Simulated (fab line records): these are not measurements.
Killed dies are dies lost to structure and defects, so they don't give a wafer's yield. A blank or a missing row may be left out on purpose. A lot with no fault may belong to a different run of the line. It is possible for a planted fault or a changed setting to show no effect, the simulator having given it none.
fab line records :: flow rit-cmos
record
  lots=5
  wafers=15
  last-day=7
route steps=202 shown M1@195
lots with no fault: from the same line, run without faults
start-h: the number of hours between the record's first day and the start of the first shown wafer of the lot :: wait-h: hours from the lot's prior step to this one :: " unchanged from the row above :: L1.1+2: one row covering several wafers at once :: - no value, or no start was given :: * or withheld: withheld :: < > ~ a bound
route shown NAME@n: names a module that has steps shown in the file, with the first one's number in the route :: usual: average and standard deviation across the fault-free wafers :: same: alike in all rows :: chamber/n: place in a boat :: sites: the reading at each site :: _std_site: the values' standard deviation :: _edge_site: inner sites' mean taken away from outer sites' mean :: radius-mm: how far each site lies from the wafer's centre :: mask NAME#n: copy n :: behind: tool/chamber where the wafer was last shaped :: hold: reason for holding the lot/hours on hold/outcome of the hold :: device: which transistor (n, p or np) failed to switch :: end of line: the same wafers' tests at the end of the route :: a step without rows: its recipe alone :: killed: dies that structure and defects cost at the first sort, which is not the same as the wafer's yield :: map: the dies of a wafer, with x for killed, . for not killed, _ for no die there
set.NAME: the setting as run; set.NAME@STEP: as run at that earlier step :: model.NAME: the simulator's own value behind a step, which no gauge read
certain route steps with their lots: each step a table, each wafer a row
services: the hour from which a tool's chamber was out of use, counted from the record's first day as start-h (under 0 if before that day), plus the number of hours and why
## steps
# step RIT_M1_HARDBAKE_11
# recipe
  resist=NOVOLAK
  temp-c=140
  time-s=120
# usual
  resist-line-temp-C=23.00/0.12
lot.wafer: L078.2
tool: litho-track-01
chamber: 0
start-h: 74.11
wait-h: 0.1
resist-line-temp-C: 23.28

lot.wafer: L078.5
tool: litho-track-01
chamber: 0
start-h: 74.11
wait-h: 0.1
resist-line-temp-C: 23.07

lot.wafer: L078.6
tool: litho-track-01
chamber: 0
start-h: 74.11
wait-h: 0.1
resist-line-temp-C: 23.04

lot.wafer: L086.1
tool: litho-track-04
chamber: 0
start-h: 115.61
wait-h: 0.0
resist-line-temp-C: 22.78

lot.wafer: L086.2
tool: litho-track-04
chamber: 0
start-h: 115.61
wait-h: 0.0
resist-line-temp-C: 22.86

lot.wafer: L086.3
tool: litho-track-04
chamber: 0
start-h: 115.61
wait-h: 0.0
resist-line-temp-C: 22.88

lot.wafer: L087.1
tool: litho-track-04
chamber: 0
start-h: 118.95
wait-h: 0.0
resist-line-temp-C: 23.16

lot.wafer: L087.2
tool: litho-track-04
chamber: 0
start-h: 118.95
wait-h: 0.0
resist-line-temp-C: 23.12

lot.wafer: L087.3
tool: litho-track-04
chamber: 0
start-h: 118.95
wait-h: 0.0
resist-line-temp-C: 23.11

lot.wafer: L092.1
tool: litho-track-04
chamber: 0
start-h: 145.09
wait-h: 0.0
resist-line-temp-C: 23.13

lot.wafer: L092.2
tool: litho-track-04
chamber: 0
start-h: 145.09
wait-h: 0.0
resist-line-temp-C: 23.08

lot.wafer: L092.4
tool: litho-track-04
chamber: 0
start-h: 145.09
wait-h: 0.0
resist-line-temp-C: 23.15

lot.wafer: L096.2
tool: litho-track-01
chamber: 0
start-h: 167.01
wait-h: 0.1
resist-line-temp-C: 22.94

lot.wafer: L096.3
tool: litho-track-01
chamber: 0
start-h: 167.01
wait-h: 0.1
resist-line-temp-C: 22.98

lot.wafer: L096.5
tool: litho-track-01
chamber: 0
start-h: 167.01
wait-h: 0.1
resist-line-temp-C: 23.00
# step RIT_M1_METAL_ETCH_12
# recipe
  stop-on=SiO2
  chemistry=Cl2/BCl3
  target=Al
  time-s=165
  over-etch-frac=0.5
  pressure-mtorr=100
  target-depth-a=6000
  rf-w=250
  Cl2_flow_sccm=60
  bcl3-flow-sccm=50
# usual
  drypump-motor-current-A=5.5/0.49
  oes-product-au=0.777/0.014
  throttle-valve-pct=8.32/0.11
lot.wafer: L078.2
tool: rie-metal-04
chamber: 1
start-h: 74.31
wait-h: 0.2
drypump-motor-current-A: 5.8
oes-product-au: 0.755
rf-hours-counter-h: 4
throttle-valve-pct: 8.45

lot.wafer: L078.5
tool: rie-metal-04
chamber: 1
start-h: 74.31
wait-h: 0.2
drypump-motor-current-A: 5.8
oes-product-au: 0.759
rf-hours-counter-h: -
throttle-valve-pct: 8.46

lot.wafer: L078.6
tool: rie-metal-04
chamber: 0
start-h: 74.31
wait-h: 0.2
drypump-motor-current-A: 4.9
oes-product-au: 0.797
rf-hours-counter-h: -
throttle-valve-pct: 8.40

lot.wafer: L086.1
tool: rie-metal-03
chamber: 0
start-h: 115.86
wait-h: 0.2
drypump-motor-current-A: 6.0
oes-product-au: 0.758
rf-hours-counter-h: 3
throttle-valve-pct: 8.33

lot.wafer: L086.2
tool: rie-metal-03
chamber: 1
start-h: 115.86
wait-h: 0.2
drypump-motor-current-A: 4.8
oes-product-au: 0.773
rf-hours-counter-h: 3
throttle-valve-pct: 8.34

lot.wafer: L086.3
tool: rie-metal-03
chamber: 1
start-h: 115.86
wait-h: 0.2
drypump-motor-current-A: 4.8
oes-product-au: 0.778
rf-hours-counter-h: -
throttle-valve-pct: 8.33

lot.wafer: L087.1
tool: rie-metal-04
chamber: 0
start-h: 119.20
wait-h: 0.2
drypump-motor-current-A: 4.9
oes-product-au: 0.791
rf-hours-counter-h: 5
throttle-valve-pct: 8.41

lot.wafer: L087.2
tool: rie-metal-04
chamber: 1
start-h: 119.20
wait-h: 0.2
drypump-motor-current-A: 5.8
oes-product-au: 0.762
rf-hours-counter-h: 4
throttle-valve-pct: 8.48

lot.wafer: L087.3
tool: rie-metal-04
chamber: 1
start-h: 119.20
wait-h: 0.2
drypump-motor-current-A: 5.8
oes-product-au: 0.768
rf-hours-counter-h: -
throttle-valve-pct: 8.46

lot.wafer: L092.1
tool: rie-metal-04
chamber: 0
start-h: 145.34
wait-h: 0.2
drypump-motor-current-A: 4.9
oes-product-au: 0.808
rf-hours-counter-h: 6
throttle-valve-pct: 8.40

lot.wafer: L092.2
tool: rie-metal-04
chamber: 1
start-h: 145.34
wait-h: 0.2
drypump-motor-current-A: 5.8
oes-product-au: 0.754
rf-hours-counter-h: 5
throttle-valve-pct: 8.47

lot.wafer: L092.4
tool: rie-metal-04
chamber: 1
start-h: 145.34
wait-h: 0.2
drypump-motor-current-A: 5.8
oes-product-au: 0.777
rf-hours-counter-h: -
throttle-valve-pct: 8.45

lot.wafer: L096.2
tool: rie-metal-03
chamber: 1
start-h: 167.22
wait-h: 0.2
drypump-motor-current-A: 4.8
oes-product-au: 0.791
rf-hours-counter-h: 4
throttle-valve-pct: 8.33

lot.wafer: L096.3
tool: rie-metal-03
chamber: 0
start-h: 167.22
wait-h: 0.2
drypump-motor-current-A: 6.0
oes-product-au: 0.776
rf-hours-counter-h: -
throttle-valve-pct: 8.32

lot.wafer: L096.5
tool: rie-metal-03
chamber: 1
start-h: 167.22
wait-h: 0.2
drypump-motor-current-A: 4.9
oes-product-au: 0.795
rf-hours-counter-h: -
throttle-valve-pct: 8.32
# step RIT_M1_STRIP_13
# recipe
  chemistry=nmp
  resist=NOVOLAK
  temp-c=80
  time-s=600
  dry=n2-spin
lot.wafer: L078.2+5+6
tool: wet-bench-02
chamber: 0
start-h: 74.48
wait-h: 0.1

lot.wafer: L086.1+2+3
tool: wet-bench-04
chamber: 0
start-h: 116.03
wait-h: 0.1

lot.wafer: L087.1+2+3
tool: wet-bench-03
chamber: 1
start-h: 119.37
wait-h: 0.1

lot.wafer: L092.1+2+4
tool: wet-bench-04
chamber: 3
start-h: 145.51
wait-h: 0.1

lot.wafer: L096.2+3+5
tool: wet-bench-02
chamber: 3
start-h: 167.38
wait-h: 0.1
# step RIT_M1_STRIP_14
# recipe
  chemistry=O2
  time-s=180
  platen-temp-c=withheld
  power-w=500
  pressure-mtorr=4000
  o2-flow-sccm=4000
# usual
  drypump-motor-current-A=5.6/0.4
lot.wafer: L078.2
tool: plasma-asher-01
chamber: 1
start-h: 74.67
wait-h: 0.0
drypump-motor-current-A: 5.2
rf-hours-counter-h: 20

lot.wafer: L078.5
tool: plasma-asher-01
chamber: 0
start-h: 74.67
wait-h: 0.0
drypump-motor-current-A: 5.2
rf-hours-counter-h: -

lot.wafer: L078.6
tool: plasma-asher-01
chamber: 1
start-h: 74.67
wait-h: 0.0
drypump-motor-current-A: 5.2
rf-hours-counter-h: -

lot.wafer: L086.1
tool: plasma-asher-02
chamber: 0
start-h: 116.20
wait-h: 0.0
drypump-motor-current-A: 6.2
rf-hours-counter-h: 51

lot.wafer: L086.2
tool: plasma-asher-02
chamber: 1
start-h: 116.20
wait-h: 0.0
drypump-motor-current-A: 5.1
rf-hours-counter-h: 51

lot.wafer: L086.3
tool: plasma-asher-02
chamber: 1
start-h: 116.20
wait-h: 0.0
drypump-motor-current-A: 5.1
rf-hours-counter-h: -

lot.wafer: L087.1
tool: plasma-asher-02
chamber: 0
start-h: 119.54
wait-h: 0.0
drypump-motor-current-A: 6.1
rf-hours-counter-h: 52

lot.wafer: L087.2
tool: plasma-asher-02
chamber: 1
start-h: 119.54
wait-h: 0.0
drypump-motor-current-A: 5.1
rf-hours-counter-h: 52

lot.wafer: L087.3
tool: plasma-asher-02
chamber: 1
start-h: 119.54
wait-h: 0.0
drypump-motor-current-A: 5.2
rf-hours-counter-h: -

lot.wafer: L092.1
tool: plasma-asher-02
chamber: 0
start-h: 145.86
wait-h: 0.0
drypump-motor-current-A: 6.1
rf-hours-counter-h: 54

lot.wafer: L092.2
tool: plasma-asher-02
chamber: 1
start-h: 145.86
wait-h: 0.0
drypump-motor-current-A: 5.1
rf-hours-counter-h: 54

lot.wafer: L092.4
tool: plasma-asher-02
chamber: 1
start-h: 145.86
wait-h: 0.0
drypump-motor-current-A: 5.2
rf-hours-counter-h: -

lot.wafer: L096.2
tool: plasma-asher-02
chamber: 0
start-h: 167.57
wait-h: 0.0
drypump-motor-current-A: 6.1
rf-hours-counter-h: 57

lot.wafer: L096.3
tool: plasma-asher-02
chamber: 0
start-h: 167.57
wait-h: 0.0
drypump-motor-current-A: 6.2
rf-hours-counter-h: -

lot.wafer: L096.5
tool: plasma-asher-02
chamber: 1
start-h: 167.57
wait-h: 0.0
drypump-motor-current-A: 5.1
rf-hours-counter-h: -
# step RIT_M1_CD_MEAS_90
# recipe
  target-cd-nm=2600
# usual
  cd-nm=2599/3.4
lot.wafer: L078.2
tool: cd-sem-01
chamber: -
start-h: 74.86
wait-h: 0.1
cd-nm: 2601

lot.wafer: L078.5
tool: cd-sem-01
chamber: -
start-h: 74.86
wait-h: 0.1
cd-nm: 2602

lot.wafer: L078.6
tool: cd-sem-01
chamber: -
start-h: 74.86
wait-h: 0.1
cd-nm: 2596

lot.wafer: L086.1
tool: cd-sem-01
chamber: -
start-h: 116.38
wait-h: 0.1
cd-nm: 2594

lot.wafer: L086.2
tool: cd-sem-01
chamber: -
start-h: 116.38
wait-h: 0.1
cd-nm: 2593

lot.wafer: L086.3
tool: cd-sem-01
chamber: -
start-h: 116.38
wait-h: 0.1
cd-nm: 2594

lot.wafer: L087.1
tool: cd-sem-01
chamber: -
start-h: 119.72
wait-h: 0.1
cd-nm: 2598

lot.wafer: L087.2
tool: cd-sem-01
chamber: -
start-h: 119.72
wait-h: 0.1
cd-nm: 2602

lot.wafer: L087.3
tool: cd-sem-01
chamber: -
start-h: 119.72
wait-h: 0.1
cd-nm: 2604

lot.wafer: L092.1
tool: cd-sem-01
chamber: -
start-h: 146.03
wait-h: 0.1
cd-nm: 2598

lot.wafer: L092.2
tool: cd-sem-01
chamber: -
start-h: 146.03
wait-h: 0.1
cd-nm: 2597

lot.wafer: L092.4
tool: cd-sem-01
chamber: -
start-h: 146.03
wait-h: 0.1
cd-nm: 2600

lot.wafer: L096.2
tool: cd-sem-01
chamber: -
start-h: 167.76
wait-h: 0.1
cd-nm: 2598

lot.wafer: L096.3
tool: cd-sem-01
chamber: -
start-h: 167.76
wait-h: 0.1
cd-nm: 2597

lot.wafer: L096.5
tool: cd-sem-01
chamber: -
start-h: 167.76
wait-h: 0.1
cd-nm: 2596
# step RIT_M1_ANNEAL_15
# recipe
  temp-c=450
  time-s=1800
  ambient=forming_gas_H2N2
# usual
  zone-power-source-pct=7.8/0.9
lot.wafer: L078.2
tool: -
chamber: -
start-h: 74.96
wait-h: 0.1
zone-power-source-pct: 8.9

lot.wafer: L078.5
tool: -
chamber: -
start-h: 74.96
wait-h: 0.1
zone-power-source-pct: 8.8

lot.wafer: L078.6
tool: -
chamber: -
start-h: 74.96
wait-h: 0.1
zone-power-source-pct: 8.9

lot.wafer: L086.1
tool: -
chamber: -
start-h: 116.89
wait-h: 0.5
zone-power-source-pct: 6.9

lot.wafer: L086.2
tool: -
chamber: -
start-h: 116.89
wait-h: 0.5
zone-power-source-pct: 6.9

lot.wafer: L086.3
tool: -
chamber: -
start-h: 116.89
wait-h: 0.5
zone-power-source-pct: 6.9

lot.wafer: L087.1
tool: -
chamber: -
start-h: 119.84
wait-h: 0.1
zone-power-source-pct: 7.0

lot.wafer: L087.2
tool: -
chamber: -
start-h: 119.84
wait-h: 0.1
zone-power-source-pct: 7.2

lot.wafer: L087.3
tool: -
chamber: -
start-h: 119.84
wait-h: 0.1
zone-power-source-pct: 7.0

lot.wafer: L092.1
tool: -
chamber: -
start-h: 146.99
wait-h: 0.9
zone-power-source-pct: 7.1

lot.wafer: L092.2
tool: -
chamber: -
start-h: 146.99
wait-h: 0.9
zone-power-source-pct: 7.1

lot.wafer: L092.4
tool: -
chamber: -
start-h: 146.99
wait-h: 0.9
zone-power-source-pct: 7.1

lot.wafer: L096.2
tool: -
chamber: -
start-h: 167.86
wait-h: 0.1
zone-power-source-pct: 8.7

lot.wafer: L096.3
tool: -
chamber: -
start-h: 167.86
wait-h: 0.1
zone-power-source-pct: 8.7

lot.wafer: L096.5
tool: -
chamber: -
start-h: 167.86
wait-h: 0.1
zone-power-source-pct: 9.0
# step RIT_M1_BOW_MEAS_16
# recipe
  mode=bow
# usual
  M1_BOW=17/6.3
lot.wafer: L078.2
tool: film-metro-03
chamber: -
start-h: 76.48
wait-h: 0.0
M1_BOW[um]: 23

lot.wafer: L078.5
tool: film-metro-03
chamber: -
start-h: 76.48
wait-h: 0.0
M1_BOW[um]: 22

lot.wafer: L078.6
tool: film-metro-03
chamber: -
start-h: 76.48
wait-h: 0.0
M1_BOW[um]: 13

lot.wafer: L086.1
tool: film-metro-03
chamber: -
start-h: 118.39
wait-h: 0.0
M1_BOW[um]: 23

lot.wafer: L086.2
tool: film-metro-03
chamber: -
start-h: 118.39
wait-h: 0.0
M1_BOW[um]: 35

lot.wafer: L086.3
tool: film-metro-03
chamber: -
start-h: 118.39
wait-h: 0.0
M1_BOW[um]: 18

lot.wafer: L087.1
tool: film-metro-04
chamber: -
start-h: 121.34
wait-h: 0.0
M1_BOW[um]: 13

lot.wafer: L087.2
tool: film-metro-04
chamber: -
start-h: 121.34
wait-h: 0.0
M1_BOW[um]: 22

lot.wafer: L087.3
tool: film-metro-04
chamber: -
start-h: 121.34
wait-h: 0.0
M1_BOW[um]: 13

lot.wafer: L092.1
tool: film-metro-01
chamber: -
start-h: 148.49
wait-h: 0.0
M1_BOW[um]: 12

lot.wafer: L092.2
tool: film-metro-01
chamber: -
start-h: 148.49
wait-h: 0.0
M1_BOW[um]: 12

lot.wafer: L092.4
tool: film-metro-01
chamber: -
start-h: 148.49
wait-h: 0.0
M1_BOW[um]: 16

lot.wafer: L096.2
tool: film-metro-04
chamber: -
start-h: 169.38
wait-h: 0.0
M1_BOW[um]: 15

lot.wafer: L096.3
tool: film-metro-04
chamber: -
start-h: 169.38
wait-h: 0.0
M1_BOW[um]: 11

lot.wafer: L096.5
tool: film-metro-04
chamber: -
start-h: 169.38
wait-h: 0.0
M1_BOW[um]: 12
# step RIT_M1_PROBE_99
# usual
  defect-limited-yield=97.1/1.1
  killed-at-front-end=7.5/2.8
  killed-dies=7.6/2.8
  killed-open=3.9/2.1
  killed-short=3.7/1.7
  sort_bin_3_pad_short=0.1/0.2
  sort_bin_5_function=1.7/0.85
  sort_bin_6_memory=1.1/0.71
  sort-n-pass=256.4/2.8
  sort-yield-pct=97.1/1.1
# same
  gross-dies=264
  killed_at_M0_to_M3=0
  killed_at_M4_up=0
  killed-at-back-side=0
  killed-at-contacts=0
  killed-at-other=0
lot.wafer: L078.2
tool: prober-01
chamber: -
start-h: 76.63
wait-h: 0.1
defect-limited-yield[%]: 95.1
killed-at-front-end: 13
killed-dies: 13
killed-open: 12
killed-short: 1
sort_bin_3_pad_short[%]: 0
sort_bin_5_function[%]: 3.8
sort_bin_6_memory[%]: 1.1
sort-n-pass: 251.0
sort-yield-pct[%]: 95.1

lot.wafer: L078.5
tool: prober-01
chamber: -
start-h: 76.78
wait-h: 0.2
defect-limited-yield[%]: 98.1
killed-at-front-end: 5
killed-dies: 5
killed-open: 2
killed-short: 3
sort_bin_3_pad_short[%]: 0
sort_bin_5_function[%]: 1.9
sort_bin_6_memory[%]: 0
sort-n-pass: 259.0
sort-yield-pct[%]: 98.1

lot.wafer: L078.6
tool: prober-01
chamber: -
start-h: 76.83
wait-h: 0.2
defect-limited-yield[%]: 97.7
killed-at-front-end: 6
killed-dies: 6
killed-open: 3
killed-short: 3
sort_bin_3_pad_short[%]: 0.4
sort_bin_5_function[%]: 1.9
sort_bin_6_memory[%]: 0
sort-n-pass: 258.0
sort-yield-pct[%]: 97.7

lot.wafer: L087.1
tool: prober-02
chamber: -
start-h: 121.46
wait-h: 0.1
defect-limited-yield[%]: 97.0
killed-at-front-end: 8
killed-dies: 8
killed-open: 5
killed-short: 3
sort_bin_3_pad_short[%]: 0
sort_bin_5_function[%]: 2.7
sort_bin_6_memory[%]: 0.4
sort-n-pass: 256.0
sort-yield-pct[%]: 97.0

lot.wafer: L087.2
tool: prober-02
chamber: -
start-h: 121.51
wait-h: 0.1
defect-limited-yield[%]: 97.3
killed-at-front-end: 7
killed-dies: 7
killed-open: 2
killed-short: 3
sort_bin_3_pad_short[%]: 0
sort_bin_5_function[%]: 1.5
sort_bin_6_memory[%]: 1.1
sort-n-pass: 257.0
sort-yield-pct[%]: 97.3

lot.wafer: L087.3
tool: prober-02
chamber: -
start-h: 121.56
wait-h: 0.2
defect-limited-yield[%]: 98.5
killed-at-front-end: 4
killed-dies: 4
killed-open: 2
killed-short: 2
sort_bin_3_pad_short[%]: 0.4
sort_bin_5_function[%]: 0.4
sort_bin_6_memory[%]: 0.8
sort-n-pass: 260.0
sort-yield-pct[%]: 98.5

lot.wafer: L092.1
tool: prober-01
chamber: -
start-h: 148.61
wait-h: 0.1
defect-limited-yield[%]: 97.7
killed-at-front-end: 6
killed-dies: 6
killed-open: 2
killed-short: 4
sort_bin_3_pad_short[%]: 0.4
sort_bin_5_function[%]: 1.5
sort_bin_6_memory[%]: 0.4
sort-n-pass: 258.0
sort-yield-pct[%]: 97.7

lot.wafer: L092.2
tool: prober-01
chamber: -
start-h: 148.66
wait-h: 0.1
defect-limited-yield[%]: 97.0
killed-at-front-end: 8
killed-dies: 8
killed-open: 4
killed-short: 4
sort_bin_3_pad_short[%]: 0
sort_bin_5_function[%]: 1.9
sort_bin_6_memory[%]: 1.1
sort-n-pass: 256.0
sort-yield-pct[%]: 97.0

lot.wafer: L092.4
tool: prober-01
chamber: -
start-h: 148.76
wait-h: 0.2
defect-limited-yield[%]: 99.6
killed-at-front-end: 1
killed-dies: 1
killed-open: 1
killed-short: 0
sort_bin_3_pad_short[%]: 0
sort_bin_5_function[%]: 0.4
sort_bin_6_memory[%]: 0
sort-n-pass: 263.0
sort-yield-pct[%]: 99.6

lot.wafer: L096.2
tool: prober-01
chamber: -
start-h: 169.53
wait-h: 0.1
defect-limited-yield[%]: 95.5
killed-at-front-end: 12
killed-dies: 12
killed-open: 6
killed-short: 5
sort_bin_3_pad_short[%]: 0
sort_bin_5_function[%]: 3.0
sort_bin_6_memory[%]: 1.5
sort-n-pass: 252.0
sort-yield-pct[%]: 95.5

lot.wafer: L096.3
tool: prober-01
chamber: -
start-h: 169.58
wait-h: 0.2
defect-limited-yield[%]: 98.9
killed-at-front-end: 3
killed-dies: 3
killed-open: 2
killed-short: 1
sort_bin_3_pad_short[%]: 0
sort_bin_5_function[%]: 1.1
sort_bin_6_memory[%]: 0
sort-n-pass: 261.0
sort-yield-pct[%]: 98.9

lot.wafer: L096.5
tool: prober-01
chamber: -
start-h: 169.68
wait-h: 0.2
defect-limited-yield[%]: 95.8
killed-at-front-end: 11
killed-dies: 11
killed-open: 6
killed-short: 5
sort_bin_3_pad_short[%]: 0
sort_bin_5_function[%]: 1.9
sort_bin_6_memory[%]: 2.3
sort-n-pass: 253.0
sort-yield-pct[%]: 95.8
# killed by level:class
L078.2 GATE:geometric-particle:open=5 FOX1:geometric-particle:open=2 SILICIDE:geometric-particle:open=2 ACTIVE:geometric-particle:open=1 REOX:geometric-particle:open=1 REOX:geometric-particle:short=1 SPACER:geometric-particle:open=1
L078.5 FOX2:geometric-particle:open=1 GATE:geometric-particle:short=1 REOX:geometric-particle:open=1 SPACER:geometric-particle:short=1 SILICIDE:geometric-particle:short=1
L078.6 GATE:geometric-particle:open=3 GATE:geometric-particle:short=2 FOX1:geometric-particle:short=1
L087.1 SPACER:geometric-particle:open=3 GATE:geometric-particle:short=2 GATE:geometric-particle:open=1 SPACER:geometric-particle:short=1 SILICIDE:geometric-particle:open=1
L087.2 PLDD:coat-microbubble-printed=2 GATE:geometric-particle:short=1 SPACER:geometric-particle:open=1 SPACER:geometric-particle:short=1 SILICIDE:geometric-particle:short=1 SILICIDE:geometric-particle:open=1
L087.3 SPACER:geometric-particle:open=2 SPACER:geometric-particle:short=2
L092.1 GATE:geometric-particle:short=3 FOX2:geometric-particle:short=1 GATE:geometric-particle:open=1 SILICIDE:geometric-particle:open=1
L092.2 FOX1:geometric-particle:open=2 FOX1:geometric-particle:short=1 GATE:geometric-particle:open=1 GATE:geometric-particle:short=1 SPACER:geometric-particle:short=1 SILICIDE:geometric-particle:short=1 SILICIDE:geometric-particle:open=1
L092.4 SPACER:geometric-particle:open=1
L096.2 FOX1:geometric-particle:open=2 GATE:geometric-particle:open=2 SPACER:geometric-particle:short=2 FOX1:geometric-particle:short=1 FOX2:geometric-particle:short=1 REOX:geometric-particle:short=1 SPACER:geometric-particle:open=1 SILICIDE:geometric-particle:open=1
L096.3 FOX1:geometric-particle:short=1 FOX1:geometric-particle:open=1 SPACER:geometric-particle:open=1
L096.5 FOX1:geometric-particle:open=2 GATE:geometric-particle:open=2 GATE:geometric-particle:short=2 FOX1:geometric-particle:short=1 FOX2:geometric-particle:short=1 REOX:geometric-particle:short=1 SPACER:geometric-particle:open=1 SILICIDE:geometric-particle:open=1
## services
tool: furnace-04
chamber: -
start-h: 53.00
hours: 3.2
kind: pm

tool: rie-metal-04
chamber: 1
start-h: 91.86
hours: 7.7
kind: repair

tool: furnace-02
chamber: -
start-h: 107.05
hours: 2.6
kind: pm

tool: plasma-asher-01
chamber: -
start-h: 137.26
hours: 4.1
kind: repair

tool: furnace-02
chamber: -
start-h: 147.51
hours: 2.0
kind: pm
## key
fault none
